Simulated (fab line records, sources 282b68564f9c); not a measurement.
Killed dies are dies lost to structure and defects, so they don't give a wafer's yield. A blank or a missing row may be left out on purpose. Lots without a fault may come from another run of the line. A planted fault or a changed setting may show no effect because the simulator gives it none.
fab line records | flow rit_cmos
record lots=14 wafers=42 last_day=7
route steps=202 shown SPACER@130
lots that met no fault: from a run of the same line without faults
start_h: hours from the record's first day to the start of the lot's first wafer shown | wait_h: hours since the lot's step before | " the same as in the row above | L1.1+2: a row that stands for several wafers | - no value, or no start given | * or withheld: withheld | < > ~ a bound
route shown NAME@n: a module of which the file shows steps, and the number in the route of the first | usual: mean/standard deviation of fault-free wafers | same: alike in all rows | chamber/n: place in a boat | sites: the reading at each site | _std_site: their standard deviation | _edge_site: outer sites' mean less inner sites' | radius_mm: how far each site lies from the wafer's centre | mask NAME#n: copy n | behind: the tool/chamber that last shaped the wafer | hold: why the lot was held/for how many hours/how that ended | device: the transistor (n, p or np) that didn't switch | end of line: the same wafers' tests at the end of the route | a step without rows: its recipe alone | killed: dies lost to structure and defects at the first sort, not the wafer's yield | map: a wafer's dies, x killed, . not, _ none there
set.NAME: the setting as run; set.NAME@STEP: as run at that earlier step | model.NAME: the simulator's own value behind a step, which no gauge read
steps of the route over a sample of lots; a table a step, a row a wafer
services: from which hour (start_h, from the record's first day; less than 0 if before it) a tool's chamber was out of use, for how many hours, and why
## steps
# step RIT_SPACER_ETCHBACK_05
# recipe target_depth_a=2500 SF6_flow_sccm=30 CHF3_flow_sccm=30 target=Si3N4 chemistry=SF6/CHF3 pressure_mtorr=40 rf_w=241.3 time_s=240 stop_on=SiO2
# usual CHF3_flow_sccm=29.99/0.092 SF6_flow_sccm=30.01/0.076 drypump_motor_current_A=5.8/0.44 oes_product_au=0.840/0.013 throttle_valve_pct=10.29/0.17
# columns lot.wafer tool chamber start_h wait_h CHF3_flow_sccm SF6_flow_sccm drypump_motor_current_A oes_product_au rf_hours_counter_h throttle_valve_pct
L992.1 rie_diel-01 0 55.41 0.1 29.99 30.10 6.1 0.843 149 10.11
L992.2 " 3 " " 30.04 30.06 5.5 0.832 4 10.25
L992.6 " 3 " " 30.01 29.89 5.5 0.840 - 10.24
L993.2 rie_diel-02 2 57.61 0.0 29.88 29.98 5.5 0.824 151 10.38
L993.3 " 0 " " 29.98 30.02 5.2 0.859 26 10.30
L993.4 " 1 " " 29.99 30.09 6.5 0.852 3 10.42
L994.1 rie_diel-02 0 61.84 0.1 30.02 30.10 5.1 0.855 26 10.29
L994.3 " 3 " " 30.04 30.01 6.2 0.837 155 10.41
L994.4 " 1 " " 29.95 29.92 6.5 0.842 3 10.41
L996.2 rie_diel-04 0 70.96 0.0 30.03 30.04 6.2 0.843 102 10.05
L996.3 " 0 " " 30.10 30.08 6.3 0.847 - 10.06
L996.4 " 2 " " 30.09 30.16 5.3 0.853 - 10.56
L997.3 rie_diel-02 3 75.33 0.0 30.00 30.11 6.2 0.826 155 10.41
L997.5 " 3 " " 30.19 29.98 6.2 0.824 - 10.42
L997.6 " 0 " " 30.01 30.00 5.1 0.838 - 10.28
L998.1 rie_diel-01 1 80.43 0.1 30.15 29.91 5.8 0.846 0 10.31
L998.5 " 0 " " 29.86 30.01 6.1 0.845 - 10.10
L998.6 " 1 " " 30.10 30.05 5.8 0.828 - 10.29
L101.1 rie_diel-04 2 94.99 0.1 - - - - - -
L101.2 " 0 " " - - - - - -
L101.6 " 3 " " - - - - - -
L102.1 rie_diel-04 3 102.42 0.1 - - - - - -
L102.2 " 0 " " - - - - - -
L102.4 " 2 " " - - - - - -
L108.1 rie_diel-02 1 132.45 0.1 30.09 30.17 6.5 0.845 4 10.39
L108.2 " 0 " " 29.97 29.96 5.2 0.845 27 10.28
L108.6 " 0 " " 30.02 29.92 5.2 0.853 - 10.31
L109.2 rie_diel-02 1 136.25 0.0 29.93 29.84 6.4 0.844 4 10.41
L109.4 " 0 " " 29.85 30.16 5.1 0.848 28 10.29
L109.5 " 3 " " 29.85 30.05 6.2 0.825 - 10.41
L110.1 rie_diel-01 1 142.15 0.1 30.26 30.12 5.8 0.831 2 10.29
L110.2 " 0 " " 29.95 30.12 6.1 0.848 151 10.10
L110.4 " 3 " " 29.92 30.03 5.5 0.847 6 10.25
L111.2 rie_diel-04 3 146.34 0.0 30.01 29.95 5.1 0.810 89 10.57
L111.3 " 1 " " 30.10 30.04 6.1 0.827 44 10.02
L111.5 " 2 " " 30.13 29.99 5.4 0.828 - 10.55
L112.3 rie_diel-02 3 151.77 0.0 30.02 29.97 6.2 0.842 0 10.42
L112.4 " 1 " " 30.07 29.97 6.5 0.851 - 10.41
L112.6 " 0 " " 30.01 30.00 5.2 0.851 - 10.29
L113.2 rie_diel-01 2 156.54 0.0 30.02 29.96 6.2 0.863 54 10.19
L113.4 " 1 " " 30.00 30.04 5.8 0.843 - 10.30
L113.5 " 3 " " 29.99 30.08 5.5 0.842 - 10.26
## services
# columns tool chamber start_h hours kind
rie_diel-01 1 32.34 2.6 repair
rie_diel-02 - 39.46 1.9 repair
rie_diel-04 1 46.52 11.5 repair
rie_diel-01 1 50.16 - clean
rie_diel-01 1 50.16 19.1 scheduled_down
rie_diel-01 1 50.16 19.1 vent_cycle
rie_diel-04 1 58.94 12.4 repair
rie_diel-01 - 60.98 4.1 repair
rie_diel-04 3 63.48 12.8 repair
rie_diel-01 - 67.61 0.7 repair
rie_diel-02 - 71.46 2.8 pm
rie_diel-04 2 78.94 5.8 repair
rie_diel-04 3 114.91 13.8 repair
rie_diel-02 3 117.52 - clean
rie_diel-02 3 117.52 15.7 scheduled_down
rie_diel-02 3 117.52 15.7 vent_cycle
rie_diel-04 0 123.08 3.4 repair
rie_diel-02 2 126.91 3.8 repair
rie_diel-02 2 136.40 - clean
rie_diel-02 2 136.40 21.3 scheduled_down
rie_diel-02 2 136.40 21.3 vent_cycle
rie_diel-01 0 146.91 - clean
rie_diel-01 0 146.91 17.6 scheduled_down
rie_diel-04 2 154.73 7.5 repair
## key
first_sign step=RIT_SPACER_ETCHBACK_05 reading=tool_record direction=missing
effect none on later readings
met_at RIT_SPACER_ETCHBACK_05
struck_lots L101,L102
later_rows_left_out L101.1,L101.2,L101.6,L102.1,L102.2,L102.4
sort_left_out L101.1,L101.2,L101.6,L102.1,L102.2,L102.4
tester_left_out L101,L102
onset_between 70.96 94.99
fault kind=skipped_step_whole tool=rie_diel-04 chamber=- onset_h=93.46 steps=RIT_SPACER_ETCHBACK_05 scope=struck_lots_only
# tester_left_out: of these lots the tester's yield and bins aren't shown, on N5 and GAA mostly nor the transistor test; their killed dies are dies lost to structure and defects alone, not to doping, threshold or leakage, so they don't give the yield
# sort_left_out: the simulated sort isn't trusted on such a fault, so these wafers' sort isn't shown, and their yield isn't known
# later_rows_left_out: the simulator's readings of these wafers behind a module that went badly wrong aren't trusted and aren't shown, but for the sort
